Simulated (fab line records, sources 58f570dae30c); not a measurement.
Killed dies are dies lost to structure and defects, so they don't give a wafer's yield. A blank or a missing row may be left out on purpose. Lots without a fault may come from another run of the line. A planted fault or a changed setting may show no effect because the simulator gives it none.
Which tool did it? | flow berkeley_cmos170 | 15 lots, 45 wafers sampled, at 4 steps of a route of 331

WHAT THE GAUGES READ, wafer by wafer
UCB170_PSD_TW_MEAS_10. Usual: PSD_TW 2327, standard deviation 14.
lot  | measured     | on            | PSD_TW         | flag
L599 | day 6 15:32  | film_metro-03 | 2332 2328 2330 |
L598 | day 6 15:46  | film_metro-01 | 2334 2322 2330 |
L600 | day 7 03:40  | film_metro-01 | 2327 2341 2323 |
L601 | day 7 07:52  | film_metro-01 | 2330 2337 2331 |
L602 | day 7 07:59  | film_metro-03 | 2338 2336 2336 |
L604 | day 8 13:26  | film_metro-04 | 2312 2295 2314 |
L607 | day 8 13:40  | film_metro-01 | 2339 2342 2336 |
L605 | day 8 13:53  | film_metro-01 | 2321 2333 2334 |
L612 | day 9 21:13  | film_metro-01 | 2334 2322 2316 |
L614 | day 10 01:14 | film_metro-01 | 2351 2341 2348 |
L613 | day 10 01:40 | film_metro-01 | 2342 2350 2344 |
L611 | day 10 01:56 | film_metro-01 | 2336 2338 2350 |
L615 | day 11 01:25 | film_metro-03 | 2332 2333 2331 |
L620 | day 11 13:18 | film_metro-01 | 2332 2338 2324 |
L621 | day 12 00:49 | film_metro-01 | 2318 2332 2311 |

UCB170_NSD_OVL_MEAS_07. Usual: NSD_OVL -1 nm, standard deviation 4.6.
lot  | measured     | on         | NSD_OVL (nm) | flag
L599 | day 6 17:23  | overlay-01 | 0 0 -5       |
L598 | day 6 17:37  | overlay-02 | -3 -1 -2     |
L600 | day 7 04:59  | overlay-01 | -2 -4 0      |
L601 | day 7 09:27  | overlay-01 | 10 3 8       |
L602 | day 7 09:42  | overlay-02 | -9 -6 -10    |
L604 | day 8 16:54  | overlay-02 | 5 -2 0       |
L607 | day 8 16:33  | overlay-01 | -4 -1 7      |
L605 | day 8 16:37  | overlay-02 | 7 6 3        |
L612 | day 9 23:28  | overlay-01 | 3 0 2        |
L614 | day 10 03:24 | overlay-02 | 2 -1 -6      |
L613 | day 10 03:26 | overlay-01 | -9 -3 -6     |
L611 | day 10 03:40 | overlay-01 | 0 6 9        |
L615 | day 11 03:41 | overlay-02 | -5 -5 -3     |
L620 | day 11 15:42 | overlay-01 | -2 -5 -7     |
L621 | day 12 02:59 | overlay-01 | -1 1 1       |

UCB170_M1_CD_MEAS_09: target cd 700 nm. Usual: cd_nm 699.9 nm, standard deviation 1.8.
lot  | measured     | on        | cd_nm (nm)        | flag
L599 | day 7 02:06  | cd_sem-01 | 697.3 697.2 699.6 |
L598 | day 7 04:04  | cd_sem-02 | 697.7 699.7 698.4 |
L600 | day 7 13:20  | cd_sem-02 | 698.8 698.1 698.5 |
L601 | day 7 22:31  | cd_sem-02 | 702.3 700.6 701.6 |
L602 | day 7 22:25  | cd_sem-02 | 698.6 700.0 699.0 |
L604 | day 9 06:44  | cd_sem-01 | 702.6 702.3 703.1 |
L607 | day 9 06:29  | cd_sem-02 | 698.0 700.6 699.9 |
L605 | day 9 06:58  | cd_sem-02 | 699.5 698.4 699.3 |
L612 | day 10 09:22 | cd_sem-02 | 701.0 700.4 702.5 |
L614 | day 10 11:26 | cd_sem-02 | 703.9 704.6 701.4 |
L613 | day 10 12:18 | cd_sem-02 | 696.7 698.0 696.9 |
L611 | day 10 12:40 | cd_sem-02 | 697.9 698.8 699.7 |
L615 | day 11 14:03 | cd_sem-02 | 700.2 699.4 699.4 |
L620 | day 12 01:24 | cd_sem-02 | 700.0 700.0 699.3 |
L621 | day 12 11:14 | cd_sem-01 | 699.9 700.0 699.2 |

WHICH TOOL RAN EACH LOT (tool, then ch and the chambers of the sampled wafers, then the start)
lot  | UCB170_CONTACT_CLEAN_00
L599 | wet_bench-02 ch 3, day 6 19:35
L598 | wet_bench-02 ch 0, day 6 19:50
L600 | wet_bench-04 ch 0, day 7 07:44
L601 | wet_bench-03 ch 3, day 7 11:55
L602 | wet_bench-03 ch 1, day 7 12:23
L604 | wet_bench-02 ch 1, day 8 22:46
L607 | wet_bench-02 ch 0, day 8 22:34
L605 | wet_bench-02 ch 2, day 8 22:46
L612 | wet_bench-02 ch 0, day 10 03:44
L614 | wet_bench-02 ch 2, day 10 05:38
L613 | wet_bench-02 ch 2, day 10 06:04
L611 | wet_bench-02 ch 0, day 10 06:17
L615 | wet_bench-04 ch 2, day 11 07:29
L620 | wet_bench-02 ch 2, day 11 17:59
L621 | wet_bench-04 ch 1, day 12 05:24
- UCB170_CONTACT_CLEAN_00: cleans in SPM, time 600 s.

WHAT THE TOOLS THEMSELVES READ (means of the sampled wafers that have a number; where no wafer has one, the mark that the record gives instead)
UCB170_CONTACT_CLEAN_00. Usual: bath_guard_temp_C 119.9 C, standard deviation 0.54; bath_heat_duty_pct 12.9 %, standard deviation 1.2.
lot  | tool         | bath_guard_temp_C (C) | bath_heat_duty_pct (%) | flag
L599 | wet_bench-02 | 119.2                 | 12.3                   |
L598 | wet_bench-02 | 120.3                 | 11.5                   |
L600 | wet_bench-04 | 118.8                 | 15.1                   |
L601 | wet_bench-03 | 120.7                 | 10.5                   |
L602 | wet_bench-03 | 118.6                 | 15.1                   |
L604 | wet_bench-02 | 119.8                 | 12.1                   |
L607 | wet_bench-02 | 120.0                 | 12.9                   |
L605 | wet_bench-02 | 119.8                 | 12.5                   |
L612 | wet_bench-02 | -                     | -                      | OFF
L614 | wet_bench-02 | -                     | -                      | OFF
L613 | wet_bench-02 | -                     | -                      | OFF
L611 | wet_bench-02 | 120.2                 | 12.3                   |
L615 | wet_bench-04 | 120.7                 | 14.0                   |
L620 | wet_bench-02 | 119.9                 | 12.4                   |
L621 | wet_bench-04 | 119.8                 | 13.5                   |

THE ANSWER, worked out from the rows above alone
Rule: a lot is off if the mean of its wafers that have a number lies more than 3 standard deviations from the usual mean. A lot without any number at a reading at which 4 lots or more have one is off too. The other lots that the step has rows for count as sound. The gauges are gone through in route order, then the tools' own readings, and for those a lot's mean is taken as printed above. The first step at which some lot is off is used, and at that step the reading that is off furthest; a lot without a number counts as furthest.
Off: L612, L614, L613, at UCB170_CONTACT_CLEAN_00 (bath_guard_temp_C). Without a number there: L612, L614, L613.
A tool fits if, at that step or a process step before it, it ran every lot that is off, and no sound lot after the first of them. None of those tried fits.

WHAT THE SIMULATOR HAD PUT IN
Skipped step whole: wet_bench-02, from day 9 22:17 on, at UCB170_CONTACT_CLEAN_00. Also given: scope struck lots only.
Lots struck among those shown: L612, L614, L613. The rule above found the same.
